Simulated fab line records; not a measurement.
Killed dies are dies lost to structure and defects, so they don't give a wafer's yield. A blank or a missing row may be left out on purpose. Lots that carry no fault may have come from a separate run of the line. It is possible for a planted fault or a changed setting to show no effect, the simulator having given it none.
Commonality check across tools :: flow ritCmos :: Sample size 14 lots and 42 wafers

== WHY THIS WAS OPENED ==
RIT_ACTIVE_THK_MEAS_02, reading ACTIVE_OXIDE_THK: flagged on 2 of 14 lots. Fault-free wafers read 50.1 nm, with a standard deviation of 0.85.
Rule: a lot is flagged when every wafer of it that has a number lies more than 4 standard deviations from that mean, or none has a number. All remaining lots are regarded as sound.

lot: L611
measured: day 1 13:40
on: filmMetro-01
ACTIVE_OXIDE_THK (nm), wafer by wafer: 48.9 49.8 49.7
flag: 

lot: L612
measured: day 1 17:03
on: filmMetro-03
ACTIVE_OXIDE_THK (nm), wafer by wafer: 49.5 49.5 50.1
flag: 

lot: L614
measured: day 2 03:15
on: filmMetro-01
ACTIVE_OXIDE_THK (nm), wafer by wafer: 48.6 49.2 50.1
flag: 

lot: L615
measured: day 2 08:47
on: filmMetro-01
ACTIVE_OXIDE_THK (nm), wafer by wafer: 51.3 50.8 51.4
flag: 

lot: L617
measured: day 2 19:26
on: filmMetro-01
ACTIVE_OXIDE_THK (nm), wafer by wafer: 50.3 51.5 50.2
flag: 

lot: L619
measured: day 3 04:04
on: filmMetro-01
ACTIVE_OXIDE_THK (nm), wafer by wafer: 50.2 50.3 49.3
flag: 

lot: L620
measured: day 3 09:20
on: filmMetro-01
ACTIVE_OXIDE_THK (nm), wafer by wafer: 50.7 50.9 50.8
flag: 

lot: L621
measured: day 3 14:13
on: filmMetro-04
ACTIVE_OXIDE_THK (nm), wafer by wafer: 49.7 49.5 49.2
flag: 

lot: L623
measured: day 4 01:07
on: filmMetro-04
ACTIVE_OXIDE_THK (nm), wafer by wafer: 51.0 51.1 51.3
flag: 

lot: L627
measured: day 4 20:13
on: filmMetro-04
ACTIVE_OXIDE_THK (nm), wafer by wafer: 32.0 31.4 32.0
flag: FLAGGED

lot: L628
measured: day 5 01:04
on: filmMetro-03
ACTIVE_OXIDE_THK (nm), wafer by wafer: 31.9 31.9 31.3
flag: FLAGGED

lot: L632
measured: day 5 21:04
on: filmMetro-01
ACTIVE_OXIDE_THK (nm), wafer by wafer: 50.3 50.8 51.8
flag: 

lot: L633
measured: day 6 04:09
on: filmMetro-04
ACTIVE_OXIDE_THK (nm), wafer by wafer: 50.5 49.2 50.0
flag: 

lot: L634
measured: day 6 07:05
on: filmMetro-04
ACTIVE_OXIDE_THK (nm), wafer by wafer: 50.3 49.7 49.3
flag: 
The mean of the flagged lots' numbers is 31.8 nm, -18.4 nm from the usual (-22 standard deviations).

== WHICH TOOL EACH LOT WENT THROUGH ==
The record keeps 1 process step preceding the reading, out of 202 steps on the route. Read each cell as the tool, then ch plus the chambers that the sampled wafers visited, then the start.
lot: L611
flag: 
RIT_ACTIVE_OXIDATION_01: furnace-04 ch 0, day 1 11:44

lot: L612
flag: 
RIT_ACTIVE_OXIDATION_01: furnace-01 ch 0, day 1 15:07

lot: L614
flag: 
RIT_ACTIVE_OXIDATION_01: furnace-01 ch 0, day 2 01:18

lot: L615
flag: 
RIT_ACTIVE_OXIDATION_01: furnace-03 ch 0, day 2 06:52

lot: L617
flag: 
RIT_ACTIVE_OXIDATION_01: furnace-03 ch 0, day 2 17:30

lot: L619
flag: 
RIT_ACTIVE_OXIDATION_01: furnace-03 ch 0, day 3 02:07

lot: L620
flag: 
RIT_ACTIVE_OXIDATION_01: furnace-03 ch 0, day 3 07:25

lot: L621
flag: 
RIT_ACTIVE_OXIDATION_01: furnace-03 ch 0, day 3 12:16

lot: L623
flag: 
RIT_ACTIVE_OXIDATION_01: furnace-01 ch 0, day 3 23:10

lot: L627
flag: FLAGGED
RIT_ACTIVE_OXIDATION_01: furnace-01 ch 0, day 4 18:17

lot: L628
flag: FLAGGED
RIT_ACTIVE_OXIDATION_01: furnace-01 ch 0, day 4 23:07

lot: L632
flag: 
RIT_ACTIVE_OXIDATION_01: furnace-03 ch 0, day 5 19:07

lot: L633
flag: 
RIT_ACTIVE_OXIDATION_01: furnace-03 ch 0, day 6 02:13

lot: L634
flag: 
RIT_ACTIVE_OXIDATION_01: furnace-04 ch 0, day 6 05:07
What is done by these steps:
- RIT_ACTIVE_OXIDATION_01: target thk 46.8 nm, ox time 3360 s.
- RIT_ACTIVE_THK_MEAS_02

== FLAGGED OVER TOTAL, TOOL BY TOOL (the gauges that took the reading come last) ==
step: RIT_ACTIVE_OXIDATION_01
tool: furnace-01
lots run: 5
flagged: 2
share of the flagged lots: all
sound lots run after its first flagged lot: 0

step: RIT_ACTIVE_OXIDATION_01
tool: furnace-03
lots run: 7
flagged: 0
share of the flagged lots: none
sound lots run after its first flagged lot: -

step: RIT_ACTIVE_OXIDATION_01
tool: furnace-04
lots run: 2
flagged: 0
share of the flagged lots: none
sound lots run after its first flagged lot: -

step: RIT_ACTIVE_THK_MEAS_02
tool: filmMetro-01
lots run: 7
flagged: 0
share of the flagged lots: none
sound lots run after its first flagged lot: -

step: RIT_ACTIVE_THK_MEAS_02
tool: filmMetro-03
lots run: 2
flagged: 1
share of the flagged lots: some
sound lots run after its first flagged lot: 0

step: RIT_ACTIVE_THK_MEAS_02
tool: filmMetro-04
lots run: 5
flagged: 1
share of the flagged lots: some
sound lots run after its first flagged lot: 2 (L633,L634)

== WHAT THE TABLE PERMITS ==
Rows of the table that ran each flagged lot: 1, that is furnace-01 at RIT_ACTIVE_OXIDATION_01.
- furnace-01 at RIT_ACTIVE_OXIDATION_01 ran 5 lots, 2 of them flagged. Last sound lot L623 at day 3 23:10, first flagged lot L627 at day 4 18:17; a fault beginning in between fits.
furnace-01 at RIT_ACTIVE_OXIDATION_01 is the single tool remaining.

== WHAT THE SIMULATOR HAD INSERTED ==
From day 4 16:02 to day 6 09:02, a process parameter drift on furnace-01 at RIT_ACTIVE_OXIDATION_01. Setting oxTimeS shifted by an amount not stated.
Lots struck among those shown: L627, L628. The rule given above showed the same thing.
